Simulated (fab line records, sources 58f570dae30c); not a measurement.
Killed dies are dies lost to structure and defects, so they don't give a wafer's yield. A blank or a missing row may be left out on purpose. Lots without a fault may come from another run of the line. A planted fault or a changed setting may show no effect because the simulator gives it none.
Which tool did it? | flow berkeley_cmos170 | 15 lots, 45 wafers sampled, at 6 steps of a route of 331

WHAT THE GAUGES READ, wafer by wafer
UCB170_V2_CD_MEAS_90: target cd 700 nm. Usual: cd_nm 700.1 nm, standard deviation 1.4.
lot  | measured     | on        | cd_nm (nm)        | flag
L593 | day 7 07:16  | cd_sem-01 | 701.2 700.4 701.9 |
L595 | day 7 18:28  | cd_sem-02 | 702.4 702.7 703.0 |
L601 | day 8 14:16  | cd_sem-02 | 700.1 697.9 700.5 |
L602 | day 9 01:20  | cd_sem-02 | - - -             | OFF
L603 | day 9 01:28  | cd_sem-02 | - - -             | OFF
L604 | day 9 17:01  | cd_sem-01 | - - -             | OFF
L605 | day 10 01:56 | cd_sem-01 | 698.7 698.0 697.8 |
L606 | day 10 02:32 | cd_sem-02 | 700.5 699.8 698.4 |
L607 | day 11 07:01 | cd_sem-02 | 700.5 700.9 702.2 |
L609 | day 11 12:01 | cd_sem-01 | 698.7 700.7 702.2 |
L608 | day 11 12:34 | cd_sem-01 | 699.0 698.7 698.2 |
L611 | day 11 16:30 | cd_sem-01 | 700.3 699.2 698.8 |
L612 | day 11 19:38 | cd_sem-01 | 702.8 700.8 701.7 |
L615 | day 12 09:40 | cd_sem-01 | 697.9 697.8 699.6 |
L614 | day 12 13:02 | cd_sem-01 | 699.7 701.9 700.3 |

UCB170_M3_RS_MEAS_02: measures by four-point-probe. Usual: M3_AL_RS 0.0311 ohm/sq, standard deviation 0.00029.
lot  | measured     | on            | M3_AL_RS (ohm/sq)       | flag
L593 | day 7 07:32  | film_metro-02 | 0.03129 0.03133 0.0311  |
L595 | day 7 18:44  | film_metro-04 | 0.03068 0.0309 0.03058  |
L601 | day 8 14:32  | film_metro-03 | 0.03114 0.03101 0.03131 |
L605 | day 10 02:13 | film_metro-04 | 0.03109 0.03117 0.03071 |
L606 | day 10 02:48 | film_metro-04 | 0.03152 0.03137 0.0314  |
L607 | day 11 07:17 | film_metro-03 | 0.03079 0.03101 0.03083 |
L609 | day 11 12:17 | film_metro-03 | 0.03074 0.03095 0.0308  |
L608 | day 11 12:50 | film_metro-04 | 0.03114 0.0311 0.03132  |
L611 | day 11 16:46 | film_metro-03 | 0.03114 0.03125 0.03128 |
L612 | day 11 19:55 | film_metro-03 | 0.03115 0.03137 0.03099 |
L615 | day 12 09:56 | film_metro-02 | 0.03088 0.03064 0.03057 |
L614 | day 12 13:19 | film_metro-04 | 0.03124 0.03114 0.03129 |

WHICH TOOL RAN EACH LOT (tool, then ch and the chambers of the sampled wafers, then the start)
lot  | UCB170_V1_ETCH_14                  | UCB170_V1_STRIP_15                   | UCB170_V2_ETCH_14                  | UCB170_V2_STRIP_15
L593 | rie_diel-03 ch 0,2,3, day 7 01:02  | plasma_asher-02 ch 0,1, day 7 01:13  | rie_diel-02 ch 0,1, day 7 06:58    | plasma_asher-02 ch 1, day 7 07:08
L595 | rie_diel-03 ch 0,2,3, day 7 12:04  | plasma_asher-01 ch 0,1, day 7 12:11  | rie_diel-01 ch 0,3, day 7 18:08    | plasma_asher-01 ch 0,1, day 7 18:21
L601 | rie_diel-02 ch 0,3, day 8 08:01    | plasma_asher-03 ch 0,1, day 8 08:12  | rie_diel-04 ch 0,1,3, day 8 13:59  | plasma_asher-02 ch 0,1, day 8 14:10
L602 | rie_diel-03 ch 1,2,3, day 8 19:17  | plasma_asher-01 ch 0,1, day 8 19:28  | rie_diel-04 ch 0,2, day 9 01:04    | plasma_asher-02 ch 0,1, day 9 01:14
L603 | rie_diel-04 ch 0,1,2, day 8 19:37  | plasma_asher-02 ch 0,1, day 8 19:48  | rie_diel-01 ch 1,2, day 9 01:11    | plasma_asher-04 ch 0,1, day 9 01:22
L604 | rie_diel-02 ch 0,2,3, day 9 10:41  | plasma_asher-03 ch 0,1, day 9 10:52  | rie_diel-02 ch 0,1,3, day 9 16:44  | plasma_asher-02 ch 0,1, day 9 16:55
L605 | rie_diel-03 ch 2,3, day 9 17:14    | plasma_asher-01 ch 0,1, day 9 17:24  | rie_diel-04 ch 0,1, day 10 01:38   | plasma_asher-01 ch 0,1, day 10 01:49
L606 | rie_diel-02 ch 0,2,3, day 9 17:18  | plasma_asher-02 ch 0,1, day 9 17:31  | rie_diel-01 ch 1,2,3, day 10 02:13 | plasma_asher-04 ch 0,1, day 10 02:26
L607 | rie_diel-02 ch 0,1,3, day 10 20:19 | plasma_asher-03 ch 0,1, day 10 20:30 | rie_diel-01 ch 1,2,3, day 11 06:44 | plasma_asher-01 ch 0,1, day 11 06:55
L609 | rie_diel-04 ch 1,2, day 11 02:53   | plasma_asher-02 ch 0,1, day 11 03:06 | rie_diel-02 ch 0,2, day 11 11:41   | plasma_asher-01 ch 0,1, day 11 11:55
L608 | rie_diel-02 ch 0,1,3, day 11 03:06 | plasma_asher-03 ch 0,1, day 11 03:17 | rie_diel-02 ch 1,2,3, day 11 12:17 | plasma_asher-04 ch 0,1, day 11 12:28
L611 | rie_diel-04 ch 1,3, day 11 09:52   | plasma_asher-02 ch 1, day 11 10:02   | rie_diel-01 ch 1,2, day 11 16:14   | plasma_asher-04 ch 0,1, day 11 16:24
L612 | rie_diel-04 ch 0,3, day 11 13:26   | plasma_asher-01 ch 0,1, day 11 13:37 | rie_diel-01 ch 0,2,3, day 11 19:22 | plasma_asher-04 ch 0,1, day 11 19:32
L615 | rie_diel-03 ch 1,2,3, day 12 03:51 | plasma_asher-02 ch 0,1, day 12 04:02 | rie_diel-01 ch 0,1,2, day 12 09:23 | plasma_asher-02 ch 0,1, day 12 09:34
L614 | rie_diel-04 ch 0,3, day 12 04:07   | plasma_asher-03 ch 0,1, day 12 04:17 | rie_diel-02 ch 0,1,2, day 12 12:44 | plasma_asher-04 ch 0,1, day 12 12:55
- UCB170_V1_ETCH_14: etches SiO2 in CHF3/CF4/Ar, stops on Al, target depth 1250 nm, time 291 s.
- UCB170_V1_STRIP_15: strips in O2.
- UCB170_V2_ETCH_14: etches SiO2 in CHF3/CF4/Ar, stops on Al, target depth 1250 nm, time 291 s.
- UCB170_V2_STRIP_15: strips in O2.

WHAT THE TOOLS THEMSELVES READ (means of the sampled wafers that have a number; where no wafer has one, the mark that the record gives instead)
UCB170_V1_ETCH_14. Usual: CHF3_flow_sccm 45.00 sccm, standard deviation 0.13; cf4_flow_sccm 15.00 sccm, standard deviation 0.044; drypump_motor_current_A 5.7 A, standard deviation 0.61; oes_product_au 0.864 a.u., standard deviation 0.014; throttle_valve_pct 6.95 %, standard deviation 0.093.
lot  | tool        | CHF3_flow_sccm (sccm) | cf4_flow_sccm (sccm) | drypump_motor_current_A (A) | oes_product_au (a.u.) | throttle_valve_pct (%) | flag
L593 | rie_diel-03 | 45.07                 | 15.01                | 5.5                         | 0.881                 | 6.99                   |
L595 | rie_diel-03 | 45.09                 | 14.98                | 5.5                         | 0.878                 | 7.00                   |
L601 | rie_diel-02 | 45.04                 | 15.00                | 5.6                         | 0.846                 | 6.98                   |
L602 | rie_diel-03 | 45.01                 | 14.99                | 5.7                         | 0.873                 | 6.95                   |
L603 | rie_diel-04 | 45.08                 | 14.99                | 6.0                         | 0.862                 | 6.92                   |
L604 | rie_diel-02 | 44.97                 | 15.01                | 5.2                         | 0.858                 | 6.93                   |
L605 | rie_diel-03 | 44.87                 | 15.01                | 5.3                         | 0.880                 | 7.01                   |
L606 | rie_diel-02 | 44.88                 | 15.01                | 5.2                         | 0.854                 | 6.93                   |
L607 | rie_diel-02 | 44.96                 | 14.98                | 5.5                         | 0.854                 | 6.95                   |
L609 | rie_diel-04 | 45.05                 | 15.03                | 5.5                         | 0.862                 | 6.95                   |
L608 | rie_diel-02 | 45.03                 | 15.03                | 5.5                         | 0.860                 | 6.95                   |
L611 | rie_diel-04 | 45.03                 | 14.94                | 5.7                         | 0.860                 | 6.95                   |
L612 | rie_diel-04 | 44.95                 | 14.97                | 6.7                         | 0.857                 | 6.89                   |
L615 | rie_diel-03 | 44.96                 | 15.04                | 5.6                         | 0.869                 | 6.94                   |
L614 | rie_diel-04 | 44.75                 | 15.02                | 6.6                         | 0.861                 | 6.91                   |

UCB170_V1_STRIP_15. Usual: drypump_motor_current_A 5.9 A, standard deviation 0.31; o2_flow_sccm 399.7 sccm, standard deviation 1.2; oes_product_au 0.721 a.u., standard deviation 0.0043; strip_time_to_endpoint_s 15.41 s, standard deviation 0.12.
lot  | tool            | drypump_motor_current_A (A) | o2_flow_sccm (sccm) | oes_product_au (a.u.) | strip_time_to_endpoint_s (s) | flag
L593 | plasma_asher-02 | 5.8                         | 399.8               | 0.723                 | 15.39                        |
L595 | plasma_asher-01 | 6.2                         | 399.8               | 0.718                 | 15.36                        |
L601 | plasma_asher-03 | 5.9                         | 399.0               | 0.721                 | 15.45                        |
L602 | plasma_asher-01 | 5.9                         | 400.4               | 0.722                 | 15.48                        |
L603 | plasma_asher-02 | 5.8                         | 400.2               | 0.720                 | 15.43                        |
L604 | plasma_asher-03 | 5.8                         | 399.2               | 0.719                 | 15.55                        |
L605 | plasma_asher-01 | 6.2                         | 401.1               | 0.723                 | 15.32                        |
L606 | plasma_asher-02 | 5.6                         | 399.9               | 0.723                 | 15.51                        |
L607 | plasma_asher-03 | 5.8                         | 399.4               | 0.722                 | 15.30                        |
L609 | plasma_asher-02 | 5.8                         | 400.9               | 0.721                 | 15.38                        |
L608 | plasma_asher-03 | 5.9                         | 398.7               | 0.720                 | 15.38                        |
L611 | plasma_asher-02 | 5.9                         | 399.5               | 0.716                 | 15.33                        |
L612 | plasma_asher-01 | 5.9                         | 399.4               | 0.717                 | 15.51                        |
L615 | plasma_asher-02 | 5.7                         | 399.3               | 0.725                 | 15.41                        |
L614 | plasma_asher-03 | 5.8                         | 400.0               | 0.724                 | 15.51                        |

UCB170_V2_ETCH_14. Usual: CHF3_flow_sccm 45.00 sccm, standard deviation 0.14; cf4_flow_sccm 15.01 sccm, standard deviation 0.048; drypump_motor_current_A 5.8 A, standard deviation 0.56; oes_product_au 0.867 a.u., standard deviation 0.014; throttle_valve_pct 6.94 %, standard deviation 0.068.
lot  | tool        | CHF3_flow_sccm (sccm) | cf4_flow_sccm (sccm) | drypump_motor_current_A (A) | oes_product_au (a.u.) | throttle_valve_pct (%) | flag
L593 | rie_diel-02 | 44.98                 | 14.96                | 5.1                         | 0.855                 | 6.94                   |
L595 | rie_diel-01 | 45.11                 | 15.03                | 6.1                         | 0.877                 | 6.92                   |
L601 | rie_diel-04 | 44.95                 | 15.00                | 6.1                         | 0.857                 | 6.93                   |
L602 | rie_diel-04 | -                     | -                    | -                           | -                     | -                      | OFF
L603 | rie_diel-01 | -                     | -                    | -                           | -                     | -                      | OFF
L604 | rie_diel-02 | -                     | -                    | -                           | -                     | -                      | OFF
L605 | rie_diel-04 | 45.02                 | 15.00                | 5.9                         | 0.863                 | 6.89                   |
L606 | rie_diel-01 | 45.00                 | 14.97                | 5.5                         | 0.874                 | 6.93                   |
L607 | rie_diel-01 | 45.09                 | 15.04                | 5.5                         | 0.872                 | 6.93                   |
L609 | rie_diel-02 | 45.01                 | 15.00                | 4.9                         | 0.867                 | 6.87                   |
L608 | rie_diel-02 | 45.09                 | 14.97                | 5.6                         | 0.870                 | 6.90                   |
L611 | rie_diel-01 | 45.00                 | 15.01                | 5.6                         | 0.860                 | 6.98                   |
L612 | rie_diel-01 | 44.98                 | 15.02                | 5.8                         | 0.874                 | 6.96                   |
L615 | rie_diel-01 | 44.95                 | 15.00                | 5.8                         | 0.873                 | 6.95                   |
L614 | rie_diel-02 | 45.01                 | 15.01                | 5.2                         | 0.863                 | 6.90                   |

UCB170_V2_STRIP_15. Usual: drypump_motor_current_A 5.7 A, standard deviation 0.5; o2_flow_sccm 400.0 sccm, standard deviation 1.2; oes_product_au 0.722 a.u., standard deviation 0.0047; strip_time_to_endpoint_s 15.36 s, standard deviation 0.13.
lot  | tool            | drypump_motor_current_A (A) | o2_flow_sccm (sccm) | oes_product_au (a.u.) | strip_time_to_endpoint_s (s) | flag
L593 | plasma_asher-02 | 5.9                         | 399.0               | 0.727                 | 15.37                        |
L595 | plasma_asher-01 | 5.9                         | 399.8               | 0.722                 | 15.38                        |
L601 | plasma_asher-02 | 5.8                         | 401.6               | 0.720                 | 15.25                        |
L602 | plasma_asher-02 | 5.8                         | 399.6               | 0.734                 | 21.71                        | OFF
L603 | plasma_asher-04 | 5.2                         | 400.2               | 0.731                 | 21.53                        | OFF
L604 | plasma_asher-02 | 5.8                         | 399.1               | 0.731                 | 21.67                        | OFF
L605 | plasma_asher-01 | 6.2                         | 400.7               | 0.724                 | 15.30                        |
L606 | plasma_asher-04 | 5.5                         | 400.0               | 0.719                 | 15.45                        |
L607 | plasma_asher-01 | 6.2                         | 398.8               | 0.725                 | 15.39                        |
L609 | plasma_asher-01 | 6.2                         | 400.3               | 0.719                 | 15.34                        |
L608 | plasma_asher-04 | 5.2                         | 399.9               | 0.726                 | 15.13                        |
L611 | plasma_asher-04 | 5.5                         | 399.0               | 0.727                 | 15.52                        |
L612 | plasma_asher-04 | 5.2                         | 399.3               | 0.723                 | 15.44                        |
L615 | plasma_asher-02 | 5.8                         | 399.6               | 0.719                 | 15.37                        |
L614 | plasma_asher-04 | 5.2                         | 399.0               | 0.722                 | 15.31                        |

THE ANSWER, worked out from the rows above alone
Rule: a lot is off if the mean of its wafers that have a number lies more than 3 standard deviations from the usual mean. A lot without any number at a reading at which 4 lots or more have one is off too. The other lots that the step has rows for count as sound. The gauges are gone through in route order, then the tools' own readings, and for those a lot's mean is taken as printed above. The first step at which some lot is off is used, and at that step the reading that is off furthest; a lot without a number counts as furthest.
Off: L602, L603, L604, at UCB170_V2_CD_MEAS_90 (cd_nm). Without a number there: L602, L603, L604.
A tool fits if, at a process step before that reading, it ran every lot that is off, and no sound lot after the first of them. The gauges at UCB170_V2_CD_MEAS_90 aren't tried: what is off there is off at UCB170_V2_ETCH_14 too, on other tools, and a gauge's error can't cause that. None of those tried fits.

WHAT THE SIMULATOR HAD PUT IN
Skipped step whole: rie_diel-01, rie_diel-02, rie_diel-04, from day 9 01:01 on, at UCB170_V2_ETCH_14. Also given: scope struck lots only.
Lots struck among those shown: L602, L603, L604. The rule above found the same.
